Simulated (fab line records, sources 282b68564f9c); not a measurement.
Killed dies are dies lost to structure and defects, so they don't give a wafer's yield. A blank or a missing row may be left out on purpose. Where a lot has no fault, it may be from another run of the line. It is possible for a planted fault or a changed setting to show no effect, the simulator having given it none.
A single fault, viewed from 2 desks	flow rit-cmos	each desk holds nothing but its own numbers, with what lay behind them at the end

## METROLOGY DESK
What the gauges read for every lot (on any tool): the sampled wafers with a number, averaged. The brackets show how far a lot's mean lies from the usual mean; more than 4 standard deviations puts the lot out of limits, marked OUT.
Columns: A = NSD_OVL at RIT_NSD_OVL_MEAS_06, usual -0.2 nm; B = NSD_TW at RIT_NSD_TW_MEAS_10, usual 3129; C = PSD_OVL at RIT_PSD_OVL_MEAS_06, usual 0.4 nm
lot	first seen here	A	B	C
L597	day 3 05:14	-0.8	3110	1.7
L600	day 3 23:07	3.4	3105	-0.4
L606	day 5 00:20	0.9	3132	1.2
L608	day 5 07:14	1.0	3131	-0.3
L616	day 6 21:47	1.8	3183	-0.1
L620	day 7 17:40	-0.3	3185	1.9
This desk's verdict: no lot among the 6 shows anything out of limits.

## TOOL OWNER'S DESK, litho-track-04
Per lot that ran on this tool, the mean of the sampled wafers carrying a number, from the tool's own readings at RIT_PSD_HARDBAKE_07 (time 60 s). The brackets show how far a lot's mean lies from the usual mean; more than 4 standard deviations puts the lot out of limits, marked OUT.
Columns: A = chill-plate-temp-C at RIT_PSD_HARDBAKE_07, usual 22.99 C; B = exhaust-pa at RIT_PSD_HARDBAKE_07, usual 44.9 Pa; C = heater-power-total-W at RIT_PSD_HARDBAKE_07, usual 62.55 W; D = plate-temp-C at RIT_PSD_HARDBAKE_07, usual 139.99 C; E = resist-line-temp-C at RIT_PSD_HARDBAKE_07, usual 23.00 C
lot	first seen here	A	B	C	D	E
L600	day 4 00:43	23.01	45.1	62.61	139.88	22.85
L606	day 5 02:01	23.08	45.9	55.90 (-99 or more) OUT	128.56 (-82) OUT	22.97
L608	day 5 09:01	23.06	44.5	55.90 (-99 or more) OUT	128.44 (-83) OUT	23.07
This desk finds L606, L608 out of limits, L606 being first, at day 5 02:01 (heater-power-total-W at RIT_PSD_HARDBAKE_07). In limits: L600.

## BROUGHT TOGETHER
An alarm could have come from the tool owner's desk at day 5 02:01, on L606, L608.
Metrology desk: nothing out of limits seen.
The metrology desk holds a record of L606, L608, inside its limits.
RIT_PSD_HARDBAKE_07 was run on litho-track-04 by each of the lots named.

## WHAT WAS PUT IN BY THE SIMULATOR
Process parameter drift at RIT_PSD_HARDBAKE_07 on litho-track-04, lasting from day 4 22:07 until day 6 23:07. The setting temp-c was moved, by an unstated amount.
Lots struck among those shown: L606, L608.
Hours from the fault's start to each desk's first reading out of limits: the tool owner's desk, 4.
